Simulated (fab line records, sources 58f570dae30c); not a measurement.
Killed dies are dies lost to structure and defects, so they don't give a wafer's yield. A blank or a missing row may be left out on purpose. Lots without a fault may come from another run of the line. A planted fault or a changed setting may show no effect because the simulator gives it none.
Which tool did it? | flow berkeley_cmos170 | 15 lots, 45 wafers sampled, at 2 steps of a route of 331

WHAT THE GAUGES READ, wafer by wafer
UCB170_V1_THK_MEAS_04. Usual: V1_POLISHED_THK 1000.1 nm, standard deviation 1.2.
lot  | measured     | on            | V1_POLISHED_THK (nm) | flag
L159 | day 8 00:02  | film_metro-01 | 1001.3 1001.7 1000.7 |
L158 | day 8 14:00  | film_metro-04 | 1001.3 1000.6 999.5  |
L160 | day 8 15:19  | film_metro-02 | 1001.7 1000.5 998.6  |
L161 | day 8 16:39  | film_metro-01 | 997.5 998.6 999.5    |
L162 | day 9 13:29  | film_metro-02 | 999.7 1001.1 999.3   |
L164 | day 10 04:15 | film_metro-04 | 998.9 1001.5 1000.5  |
L163 | day 10 05:35 | film_metro-04 | 1000.3 1000.0 1000.7 |
L166 | day 10 08:16 | film_metro-01 | 1986.6 1989.5 2029.6 | OFF
L170 | day 11 09:48 | film_metro-02 | 1980.2 2030.3 2000.1 | OFF
L169 | day 11 11:07 | film_metro-01 | 2005.1 2006.3 2030.9 | OFF
L174 | day 12 05:46 | film_metro-04 | 1001.0 998.7 999.3   |
L175 | day 12 18:32 | film_metro-04 | 1002.5 1001.0 1003.4 |
L178 | day 12 19:53 | film_metro-01 | 999.1 1000.2 998.0   |
L176 | day 12 19:52 | film_metro-04 | 1000.5 1001.6 1000.0 |
L181 | day 13 17:38 | film_metro-02 | 1000.3 997.3 1001.3  |

WHICH TOOL RAN EACH LOT (tool, then ch and the chambers of the sampled wafers, then the start)
lot  | UCB170_V1_CMP_02
L159 | cmp-01 ch 2,3, day 7 23:35
L158 | cmp-01 ch 0,1, day 8 13:34
L160 | cmp-02 ch 0,2,3, day 8 14:53
L161 | cmp-01 ch 0,1, day 8 16:14
L162 | cmp-01 ch 0,1,2, day 9 13:04
L164 | cmp-02 ch 0,2,3, day 10 03:50
L163 | cmp-01 ch 0,2,3, day 10 05:10
L166 | cmp-01 ch 0,3, day 10 07:50
L170 | cmp-02 ch 1,2,3, day 11 09:28
L169 | cmp-01 ch 0,2,3, day 11 10:44
L174 | cmp-02 ch 0,1,2, day 12 05:20
L175 | cmp-01 ch 1,2, day 12 18:07
L178 | cmp-02 ch 0,3, day 12 19:27
L176 | cmp-01 ch 0,1,2, day 12 19:30
L181 | cmp-01 ch 0,3, day 13 17:13
- UCB170_V1_CMP_02: polishes SiO2.

WHAT THE TOOLS THEMSELVES READ (means of the sampled wafers that have a number; where no wafer has one, the mark that the record gives instead)
UCB170_V1_CMP_02. Usual: edge_zone_pressure_frac 0.999, standard deviation 0.0047; head_pressure_psi 6.001 psi, standard deviation 0.012; motor_current_A 16.4 A, standard deviation 1.7; slurry_filter_dp_kPa 13.51 kPa, standard deviation 0.12.
lot  | tool   | edge_zone_pressure_frac | head_pressure_psi (psi) | motor_current_A (A) | slurry_filter_dp_kPa (kPa) | flag
L159 | cmp-01 | 1.000                   | 6.001                   | 15.2                | 13.71                      |
L158 | cmp-01 | 1.002                   | 5.993                   | 16.2                | 13.60                      |
L160 | cmp-02 | 1.002                   | 5.994                   | 17.3                | 13.52                      |
L161 | cmp-01 | 0.999                   | 5.996                   | 16.3                | 13.45                      |
L162 | cmp-01 | 1.000                   | 6.006                   | 15.0                | 13.49                      |
L164 | cmp-02 | 1.000                   | 5.994                   | 17.6                | 13.51                      |
L163 | cmp-01 | 0.997                   | 6.008                   | 15.9                | 13.49                      |
L166 | cmp-01 | -                       | -                       | -                   | -                          | OFF
L170 | cmp-02 | -                       | -                       | -                   | -                          | OFF
L169 | cmp-01 | -                       | -                       | -                   | -                          | OFF
L174 | cmp-02 | 0.998                   | 6.009                   | 18.1                | 13.60                      |
L175 | cmp-01 | 0.999                   | 6.008                   | 14.5                | 13.49                      |
L178 | cmp-02 | 1.005                   | 6.007                   | 16.3                | 13.53                      |
L176 | cmp-01 | 0.997                   | 6.016                   | 15.2                | 13.55                      |
L181 | cmp-01 | 0.994                   | 6.016                   | 16.3                | 13.51                      |

THE ANSWER, worked out from the rows above alone
Rule: a lot is off if the mean of its wafers that have a number lies more than 3 standard deviations from the usual mean. A lot without any number at a reading at which 4 lots or more have one is off too. The other lots that the step has rows for count as sound. The gauges are gone through in route order, then the tools' own readings, and for those a lot's mean is taken as printed above. The first step at which some lot is off is used, and at that step the reading that is off furthest; a lot without a number counts as furthest.
Off: L166, L170, L169, at UCB170_V1_THK_MEAS_04 (V1_POLISHED_THK).
A tool fits if, at a process step before that reading, it ran every lot that is off, and no sound lot after the first of them. The gauges at UCB170_V1_THK_MEAS_04 aren't tried: what is off there is off at UCB170_V1_CMP_02 too, on other tools, and a gauge's error can't cause that. None of those tried fits.

WHAT THE SIMULATOR HAD PUT IN
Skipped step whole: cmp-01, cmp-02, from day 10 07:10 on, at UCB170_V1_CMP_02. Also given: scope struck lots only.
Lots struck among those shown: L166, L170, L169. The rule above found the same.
